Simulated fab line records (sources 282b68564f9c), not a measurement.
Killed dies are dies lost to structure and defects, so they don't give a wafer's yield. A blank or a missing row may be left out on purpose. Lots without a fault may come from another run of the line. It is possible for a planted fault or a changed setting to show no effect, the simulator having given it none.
Which tool did it? | flow rit-cmos | 14 lots, 42 wafers sampled, at 2 steps of a route of 202

## WHAT THE GAUGES SHOWED, per wafer
RIT_SILICIDE_RS_MEAS_02: measures by four-point-probe.
lot  | measured    | on            | SILICIDE_TI_RS (ohm/sq)
L614 | day 3 08:13 | film-metro-01 | 48.4 49.1 48.3
L615 | day 3 12:11 | film-metro-02 | 47.0 47.6 46.9
L616 | day 3 21:23 | film-metro-01 | 47.4 48.0 47.8
L617 | day 4 00:29 | film-metro-03 | 47.0 47.9 47.1
L620 | day 4 14:13 | film-metro-03 | 48.6 48.3 48.8
L621 | day 4 19:33 | film-metro-01 | 47.4 47.7 47.6
L622 | day 5 00:08 | film-metro-02 | 47.9 48.2 48.3
L623 | day 5 05:21 | film-metro-02 | 48.4 48.1 48.1
L626 | day 5 18:41 | film-metro-02 | 48.2 48.7 48.0
L627 | day 6 01:03 | film-metro-01 | 46.6 47.1 47.0
L629 | day 6 10:17 | film-metro-02 | 48.8 48.5 48.8
L630 | day 6 14:56 | film-metro-02 | 47.1 47.1 47.2
L635 | day 7 17:04 | film-metro-02 | 47.0 47.3 47.2
L636 | day 7 21:53 | film-metro-02 | 47.4 47.6 47.6

## WHAT TOOL EACH LOT RAN ON (gives the tool, then ch and the chambers of the sampled wafers, and finally the start)
lot  | RIT_SILICIDE_SPUTTER_01
L614 | pvd-sputter-01, day 3 08:04
L615 | pvd-sputter-04, day 3 12:02
L616 | pvd-sputter-01, day 3 21:14
L617 | pvd-sputter-04, day 4 00:18
L620 | pvd-sputter-01, day 4 14:02
L621 | pvd-sputter-04, day 4 19:23
L622 | pvd-sputter-01, day 4 23:57
L623 | pvd-sputter-04, day 5 05:12
L626 | pvd-sputter-01, day 5 18:32
L627 | pvd-sputter-03, day 6 00:54
L629 | pvd-sputter-03, day 6 10:08
L630 | pvd-sputter-01, day 6 14:46
L635 | pvd-sputter-04, day 7 16:55
L636 | pvd-sputter-01, day 7 21:41
- RIT_SILICIDE_SPUTTER_01: material Ti, target thk 30 nm, time 240 s.

## WHAT THE TOOLS THEMSELVES READ (means of the sampled wafers that have a number; where no wafer has one, the mark that the record gives instead)
RIT_SILICIDE_SPUTTER_01.
lot  | tool           | throttle-valve-pct (%)
L614 | pvd-sputter-01 | 29.3
L615 | pvd-sputter-04 | 30.3
L616 | pvd-sputter-01 | 30.2
L617 | pvd-sputter-04 | 30.4
L620 | pvd-sputter-01 | 29.9
L621 | pvd-sputter-04 | 30.3
L622 | pvd-sputter-01 | 29.4
L623 | pvd-sputter-04 | 30.5
L626 | pvd-sputter-01 | 29.5
L627 | pvd-sputter-03 | 29.3
L629 | pvd-sputter-03 | 30.0
L630 | pvd-sputter-01 | 29.5
L635 | pvd-sputter-04 | 30.5
L636 | pvd-sputter-01 | 29.3

## THE ANSWER, worked out from the rows above alone
Rule: usual is defined by the lots themselves. Put in order of their means at a reading, lots are off if they are a third of the lots or fewer, leave a main group of 4 or more, and stand apart from it by a gap of 3 or more times the standard deviation of the main group's means; of several such gaps the widest counts. A main group whose means are all the same, to the digits that the tables above print for the reading, isn't used. A lot without any number at a reading at which 4 lots or more have one is off too. Any other lot the step has rows for is counted as sound. Order of review: gauges by route order, followed by the tools' own readings, for which a lot's mean as printed above is used. At the first step where some lot is off, the reading lying furthest off is the one used; lots without a number count as furthest.
None of the lots is off at any reading shown; this tells nothing.

## WHAT THE SIMULATOR HAD PUT IN
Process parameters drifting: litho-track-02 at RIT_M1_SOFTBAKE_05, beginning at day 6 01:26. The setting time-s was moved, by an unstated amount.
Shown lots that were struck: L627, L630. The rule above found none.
